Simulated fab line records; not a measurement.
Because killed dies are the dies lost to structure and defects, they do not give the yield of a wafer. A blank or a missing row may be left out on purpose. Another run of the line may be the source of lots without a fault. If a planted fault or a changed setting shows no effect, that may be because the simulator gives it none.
8D (eight disciplines) problem report, filled in by code -- flow rit-cmos -- the parts of the form that need people (team, actions taken, sign-off) are left out

1. WHAT WENT WRONG
Wafers without a fault read 34.57 W, standard deviation 0.047; heater-power-total-W at RIT_PLDD_SOFTBAKE_02 reads a mean of 32.75 W on 6 wafers belonging to 2 lots. Measured from the usual mean, that is -39 standard deviations.
The step: time 60 s.
The first sign was on wafer L233.2 at day 5 00:31, on litho-track-01. Wafers with a number at this step in the record: 18, from 6 lots. Rule for "out" (also "out of limits"): further than 4 standard deviations from the usual mean. Any other wafer with a number is counted as sound.

2. WHAT IT IS, AND WHAT IT ISN'T
question,is,is not
which readings at this step,"heater-power-total-W, plate-temp-C",exhaust-pa
which lots,"L233, L234","L228, L241, L242, L243"
which wafers of those lots,all that have a number,-
read on which tools,litho-track-01,"litho-track-02, litho-track-03"
when,from day 5 00:31,"up to then (3 sound wafers); but 9 sound wafers of L241, L242, L243 came after"

3. THE SUSPECTS, EACH WITH WHAT RULES IT OUT
Counting: a tool stays on the suspect list if, at a process step up to the reading, it processed all lots that are out and no sound lot following the first of them.
- litho-track-01 at RIT_PLDD_SOFTBAKE_02 (time 60 s): kept. Every lot that is out went through it, starting with L233 (day 5 00:31), and after that it ran no sound lot; the last sound lot it ran before then is L228 (day 3 23:59). Its own readings are out on those wafers: heater-power-total-W, plate-temp-C.
After counting, what remains is litho-track-01 at RIT_PLDD_SOFTBAKE_02.

4. THE CAUSE (what the simulator had put in)
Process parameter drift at RIT_PLDD_SOFTBAKE_02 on litho-track-01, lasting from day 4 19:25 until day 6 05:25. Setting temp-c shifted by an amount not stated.
Counting left only this tool.

5. THE CHAIN OF EFFECTS, in route order
One row per reading whose mean, taken over the struck wafers that have a number, lies over 3 standard deviations from the usual. Scope: only readings with a usual standard deviation given in the record; hours: median across lots of the time from each lot's start at the first step in this table that gives one to its start at this step; sigmas: change in usual standard deviations.
hours,step,reading,usual,on struck wafers,change,sigmas
0,RIT_PLDD_SOFTBAKE_02,heater-power-total-W,34.57 W,32.75,-1.82,-39
0,RIT_PLDD_SOFTBAKE_02,plate-temp-C,90.00 C,86.57,-3.43,-24
Here are the process steps it includes:
- RIT_PLDD_SOFTBAKE_02: time 60 s.
At these later measuring or inspecting steps, every struck wafer for which the step has a row has a number for every such reading, and none has moved that far: RIT_PLDD_OVL_MEAS_06.

6. WHAT WOULD HAVE CAUGHT IT SOONER
First out-of-limits reading in this record: day 5 00:31, which is 5 hours after fault onset at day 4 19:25.
